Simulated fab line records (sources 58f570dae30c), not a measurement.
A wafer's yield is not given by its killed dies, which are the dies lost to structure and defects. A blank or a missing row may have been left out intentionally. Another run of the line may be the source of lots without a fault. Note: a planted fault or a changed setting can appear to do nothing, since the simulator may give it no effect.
Which tool is to blame? -- flow berkeleyCmos170 -- Sampling: 13 lots, 39 wafers, 2 of 331 route steps

== WHAT THE GAUGES READ, wafer by wafer ==
UCB170_FIELD_THK_MEAS_02. Usual: FIELD_OXIDE_THK 557 nm, standard deviation 11.
lot,measured,on,FIELD_OXIDE_THK (nm),flag
L373,day 4 14:43,filmMetro-02,546 543 538,
L374,day 4 14:44,filmMetro-01,547 553 546,
L375,day 5 00:47,filmMetro-04,562 558 552,
L378,day 5 12:46,filmMetro-02,534 546 548,
L380,day 6 08:50,filmMetro-04,552 550 551,
L384,day 6 20:50,filmMetro-01,541 540 536,
L386,day 7 07:38,filmMetro-02,550 553 551,
L388,day 7 12:04,filmMetro-01,557 563 553,
L392,day 8 19:16,filmMetro-01,568 570 576,
L393,day 8 19:19,filmMetro-04,561 558 566,
L391,day 8 19:20,filmMetro-02,563 563 565,
L394,day 9 04:47,filmMetro-04,555 553 548,
L396,day 9 14:19,filmMetro-02,570 562 569,

UCB170_NVT_TW_MEAS_09. Usual: NVT_TW 524.7, standard deviation 2.9.
lot,measured,on,NVT_TW,flag
L373,day 5 09:59,filmMetro-03,519.2 526.8 523.0,
L374,day 5 09:31,filmMetro-02,530.3 527.6 524.7,
L375,day 5 21:06,filmMetro-01,520.1 523.9 521.8,
L378,day 6 08:44,filmMetro-03,523.7 523.7 526.8,
L380,day 7 06:22,filmMetro-02,523.5 524.1 528.1,
L384,day 7 23:58,filmMetro-01,525.2 525.6 524.3,
L386,day 8 11:49,filmMetro-01,523.7 524.5 525.8,
L388,day 8 11:23,filmMetro-02,525.7 527.8 522.5,
L392,day 9 19:09,filmMetro-03,519.3 523.2 519.8,
L393,day 9 19:08,filmMetro-02,519.6 523.5 521.7,
L391,day 9 19:20,filmMetro-01,520.4 519.8 517.2,
L394,day 10 07:54,filmMetro-02,531.5 530.3 530.3,
L396,day 10 19:08,filmMetro-03,526.0 526.1 522.2,

== EACH LOT AND THE TOOL THAT RAN IT (in order: tool; ch and the chambers of the sampled wafers; start) ==
The record shows no process step preceding these readings.

== WHAT THE TOOLS THEMSELVES READ (means of the sampled wafers that have a number; where no wafer has one, the mark that the record gives instead) ==
The record holds no such reading with a usual standard deviation.

== THE ANSWER, worked out from the rows above alone ==
Rule: lot off if the mean of its wafers having a number is beyond 3 standard deviations from the usual mean. Also off: a lot with no number at a reading for which 4 or more lots have one. Where the step has rows for the other lots, those lots are counted as sound. First the gauges in route order, then the tools' own readings, where a lot's mean is used as printed above. At the first step where some lot is off, the reading lying furthest off is the one used; lots without a number count as furthest.
No lot is off on any of the readings shown, so nothing can be concluded from this.

== WHAT HAD BEEN PUT IN BY THE SIMULATOR ==
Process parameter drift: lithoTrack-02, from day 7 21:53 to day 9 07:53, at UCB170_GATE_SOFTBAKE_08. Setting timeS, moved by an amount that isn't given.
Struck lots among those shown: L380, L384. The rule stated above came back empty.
